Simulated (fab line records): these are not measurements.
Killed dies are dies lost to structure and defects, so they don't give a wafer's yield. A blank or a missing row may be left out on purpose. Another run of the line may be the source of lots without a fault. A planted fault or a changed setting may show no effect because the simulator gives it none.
A single fault, viewed from 2 desks | flow berkeley-cmos170 | numbers are kept per desk, each desk with only its own; the story behind them comes last

## THE METROLOGY DESK
What the gauges read for every lot (on any tool): the sampled wafers with a number, averaged. Any lot whose mean is over 4 standard deviations away from the usual mean is out of limits and marked OUT; that distance is given in the brackets.
Columns: A = PSD_TW at UCB170_PSD_TW_MEAS_10, usual 2329; B = M1_AL_RS at UCB170_M1_RS_MEAS_01, usual 0.0486 ohm/sq; C = M1_AL_THK at UCB170_M1_THK_MEAS_02, usual 585 nm; D = M1_OVL at UCB170_M1_OVL_MEAS_10, usual 2 nm
lot  | first seen here | A    | B                | C             | D
L591 | day 7 18:04     | 2323 | 0.0478           | 596           | -1
L590 | day 7 18:36     | 2349 | 0.0478           | 591           | 2
L589 | day 7 18:47     | 2338 | 0.0492           | 580           | -0
L594 | day 8 10:02     | 2342 | 0.0480           | 588           | 3
L593 | day 8 10:11     | 2342 | 0.0480           | 597           | 3
L595 | day 8 18:01     | 2343 | 0.0485           | 581           | -6
L597 | day 9 08:07     | 2330 | 0.0498           | 567           | -6
L599 | day 9 08:14     | 2332 | 0.0482           | 595           | -3
L596 | day 9 08:29     | 2338 | 0.0484           | 581           | 0
L601 | day 10 09:16    | 2326 | 0.0486           | 585           | 4
L602 | day 10 09:24    | 2342 | 0.0484           | 588           | 6
L603 | day 10 18:40    | 2299 | 0.0491           | 582           | -7
L606 | day 11 16:14    | 2309 | 0.0654 (+27) OUT | 438 (-19) OUT | 2
L610 | day 12 10:53    | 2332 | 0.0643 (+25) OUT | 443 (-18) OUT | 6
Finding of this desk: L606, L610 out of limits, first seen on L606 at day 12 03:10 (M1_AL_RS at UCB170_M1_RS_MEAS_01). In limits: L591, L590, L589, L594, L593, L595, L597, L599, L596, L601, L602, L603.

## TOOL OWNER'S DESK, pvd-sputter-02
The tool's own readings at UCB170_M1_SPUTTER_00 (material Al, target thk 600 nm, time 80 s): means of the sampled wafers that have a number, for each lot that ran on this tool. Any lot whose mean is over 4 standard deviations away from the usual mean is out of limits and marked OUT; that distance is given in the brackets.
Columns: A = throttle-valve-pct at UCB170_M1_SPUTTER_00, usual 30.0 %
lot  | first seen here | A
L590 | day 8 04:41     | 30.4
L594 | day 8 22:41     | 29.9
L599 | day 9 19:50     | 31.0
L602 | day 10 17:53    | 30.6
L606 | day 12 03:05    | 31.5
L610 | day 12 21:23    | 30.8
This desk's verdict: no lot among the 6 shows anything out of limits.

## ALL TOGETHER
The metrology desk could have raised an alarm at day 12 03:10, on L606, L610.
The tool owner's desk saw nothing out of limits.
On record at the tool owner's desk: L606, L610, within its limits.
Every lot named ran UCB170_M1_SPUTTER_00 on pvd-sputter-02.

## WHAT THE SIMULATOR HAD PUT IN
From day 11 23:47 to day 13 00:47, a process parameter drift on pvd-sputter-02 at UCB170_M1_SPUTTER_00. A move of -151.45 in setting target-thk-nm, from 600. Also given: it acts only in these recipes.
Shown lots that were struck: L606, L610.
Delay in hours, fault start to first out-of-limits reading, per desk: metrology desk 3.
